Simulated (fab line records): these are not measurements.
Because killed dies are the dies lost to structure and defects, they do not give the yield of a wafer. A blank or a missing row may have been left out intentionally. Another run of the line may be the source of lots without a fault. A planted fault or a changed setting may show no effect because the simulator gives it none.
Which tool was responsible? | flow rit_cmos | Sampling: 14 lots, 42 wafers, 2 of 202 route steps

WHAT EACH GAUGE READ, for each wafer
The record lacks any reading of a measuring or inspecting step that a usual standard deviation could be used to judge.

WHAT TOOL EACH LOT RAN ON (gives the tool, then ch and the chambers of the sampled wafers, and finally the start)
lot  | RIT_SPACER_CVD_03          | RIT_M1_PROBE_99
L158 | lpcvd-01 ch 1, day 2 21:22 | prober-02, day 3 10:38
L159 | lpcvd-02 ch 0, day 3 01:38 | prober-01, day 3 17:20
L161 | lpcvd-01 ch 0, day 3 11:05 | prober-01, day 4 00:52
L166 | lpcvd-01 ch 1, day 4 13:27 | prober-01, day 5 02:54
L167 | lpcvd-02 ch 0, day 4 21:32 | prober-02, day 5 10:37
L168 | lpcvd-01 ch 0, day 4 23:54 | prober-01, day 5 13:12
L170 | lpcvd-02 ch 0, day 5 13:01 | prober-01, day 6 02:59
L175 | lpcvd-02 ch 1, day 6 08:23 | prober-02, day 6 21:57
L176 | lpcvd-02 ch 0, day 6 14:56 | -
L177 | lpcvd-02 ch 0, day 6 19:34 | -
L178 | lpcvd-02 ch 1, day 6 23:35 | prober-01, day 7 12:29
L179 | lpcvd-02 ch 1, day 7 05:38 | prober-02, day 7 18:33
L180 | lpcvd-02 ch 1, day 7 09:57 | prober-01, day 8 00:29
L181 | lpcvd-01 ch 0, day 7 15:16 | prober-02, day 8 04:23
- RIT_SPACER_CVD_03: deposits Si3N4 from SiH2Cl2/NH3, target thk 250 nm, time 3300 s.
- RIT_M1_PROBE_99

AS READ BY THE TOOLS THEMSELVES (means over the sampled wafers that have a number; for cases with no such wafer, the mark the record gives instead)
RIT_SPACER_CVD_03. Usual: nh3_flow_sccm 150.0 sccm, standard deviation 0.45; pressure_mtorr 300.1 mTorr, standard deviation 0.58; zone_power_source_pct 20.1 %, standard deviation 0.73.
lot  | tool     | nh3_flow_sccm (sccm) | pressure_mtorr (mTorr) | zone_power_source_pct (%) | flag
L158 | lpcvd-01 | 149.7                | 300.4                  | 19.8                      |
L159 | lpcvd-02 | 150.3                | 300.0                  | 19.3                      |
L161 | lpcvd-01 | 150.1                | 299.7                  | 21.6                      |
L166 | lpcvd-01 | 150.4                | 300.3                  | 20.0                      |
L167 | lpcvd-02 | 149.4                | 300.0                  | 19.5                      |
L168 | lpcvd-01 | 150.2                | 300.0                  | 21.3                      |
L170 | lpcvd-02 | 149.8                | 300.0                  | 19.4                      |
L175 | lpcvd-02 | 150.2                | 300.1                  | 20.3                      |
L176 | lpcvd-02 | -                    | -                      | -                         | OFF
L177 | lpcvd-02 | -                    | -                      | -                         | OFF
L178 | lpcvd-02 | 150.1                | 299.7                  | 20.1                      |
L179 | lpcvd-02 | 149.8                | 299.4                  | 20.5                      |
L180 | lpcvd-02 | 150.3                | 299.4                  | 20.5                      |
L181 | lpcvd-01 | 150.3                | 300.5                  | 21.5                      |

RIT_M1_PROBE_99. Usual: defect_limited_yield 97.3 %, standard deviation 1.1; killed_at_M0_to_M3 0.0, standard deviation 0.18; killed_at_contacts 0.1, standard deviation 0.38; killed_at_front_end 6.9, standard deviation 2.9; killed_dies 7.1, standard deviation 3; killed_open 3.5, standard deviation 2.1; killed_short 3.5, standard deviation 2; sort_bin_3_pad_short 0.1 %, standard deviation 0.2; sort_bin_5_function 1.6 %, standard deviation 0.86; sort_bin_6_memory 1.0 %, standard deviation 0.61; sort_n_pass 256.9, standard deviation 3; sort_yield_pct 97.3 %, standard deviation 1.1.
lot  | tool      | defect_limited_yield (%) | killed_at_M0_to_M3 | killed_at_contacts | killed_at_front_end | killed_dies | killed_open | killed_short | sort_bin_3_pad_short (%) | sort_bin_5_function (%) | sort_bin_6_memory (%) | sort_n_pass | sort_yield_pct (%) | flag
L158 | prober-02 | 97.2                     | 0.0                | 0.0                | 7.3                 | 7.3         | 5.7         | 1.7          | 0.0                      | 1.6                     | 1.1                   | 256.7       | 97.2               |
L159 | prober-01 | 96.4                     | 0.0                | 0.0                | 9.7                 | 9.7         | 6.0         | 3.7          | 0.0                      | 2.3                     | 1.4                   | 254.3       | 96.4               |
L161 | prober-01 | 97.1                     | 0.3                | 0.3                | 7.0                 | 7.7         | 2.3         | 5.3          | 0.0                      | 1.9                     | 1.0                   | 256.3       | 97.1               |
L166 | prober-01 | 97.0                     | 0.0                | 0.0                | 8.0                 | 8.0         | 3.7         | 4.3          | 0.3                      | 1.9                     | 0.9                   | 256.0       | 97.0               |
L167 | prober-02 | 97.2                     | 0.0                | 0.3                | 7.0                 | 7.3         | 5.0         | 2.3          | 0.3                      | 1.8                     | 0.8                   | 256.7       | 97.2               |
L168 | prober-01 | 97.3                     | 0.0                | 0.3                | 6.7                 | 7.0         | 4.7         | 2.3          | 0.0                      | 1.7                     | 0.9                   | 257.0       | 97.3               |
L170 | prober-01 | 96.1                     | 0.0                | 0.0                | 10.3                | 10.3        | 5.7         | 4.7          | 0.1                      | 2.2                     | 1.7                   | 253.7       | 96.1               |
L175 | prober-02 | 97.7                     | 0.0                | 0.0                | 6.0                 | 6.0         | 2.7         | 3.3          | 0.3                      | 0.9                     | 1.1                   | 258.0       | 97.7               |
L178 | prober-01 | 97.8                     | 0.0                | 0.0                | 5.7                 | 5.7         | 2.3         | 2.7          | 0.0                      | 1.4                     | 0.8                   | 258.3       | 97.8               |
L179 | prober-02 | 98.6                     | 0.0                | 0.3                | 3.3                 | 3.7         | 1.3         | 2.3          | 0.0                      | 0.9                     | 0.5                   | 260.3       | 98.6               |
L180 | prober-01 | 98.0                     | 0.0                | 0.0                | 5.3                 | 5.3         | 3.0         | 2.3          | 0.1                      | 1.0                     | 0.9                   | 258.7       | 98.0               |
L181 | prober-02 | 96.3                     | 0.0                | 0.0                | 9.7                 | 9.7         | 3.7         | 4.7          | 0.0                      | 2.5                     | 1.1                   | 254.3       | 96.3               |

THE ANSWER, worked out from the rows above alone
Rule: take the mean of a lot's wafers that have a number; if it is more than 3 standard deviations from the usual mean, the lot is off. A lot without any number at a reading at which 4 lots or more have one is off too. The other lots that the step has rows for count as sound. Order of review: gauges by route order, followed by the tools' own readings, for which a lot's mean as printed above is used. At the first step where some lot is off, the reading lying furthest off is the one used; lots without a number count as furthest.
Off, at RIT_SPACER_CVD_03 on nh3_flow_sccm: L176, L177. Without a number there: L176, L177.
A tool fits if, at that step or a process step before it, it ran every lot that is off, and no sound lot after the first of them. Of those tried, none fits.

WHAT THE SIMULATOR PUT IN
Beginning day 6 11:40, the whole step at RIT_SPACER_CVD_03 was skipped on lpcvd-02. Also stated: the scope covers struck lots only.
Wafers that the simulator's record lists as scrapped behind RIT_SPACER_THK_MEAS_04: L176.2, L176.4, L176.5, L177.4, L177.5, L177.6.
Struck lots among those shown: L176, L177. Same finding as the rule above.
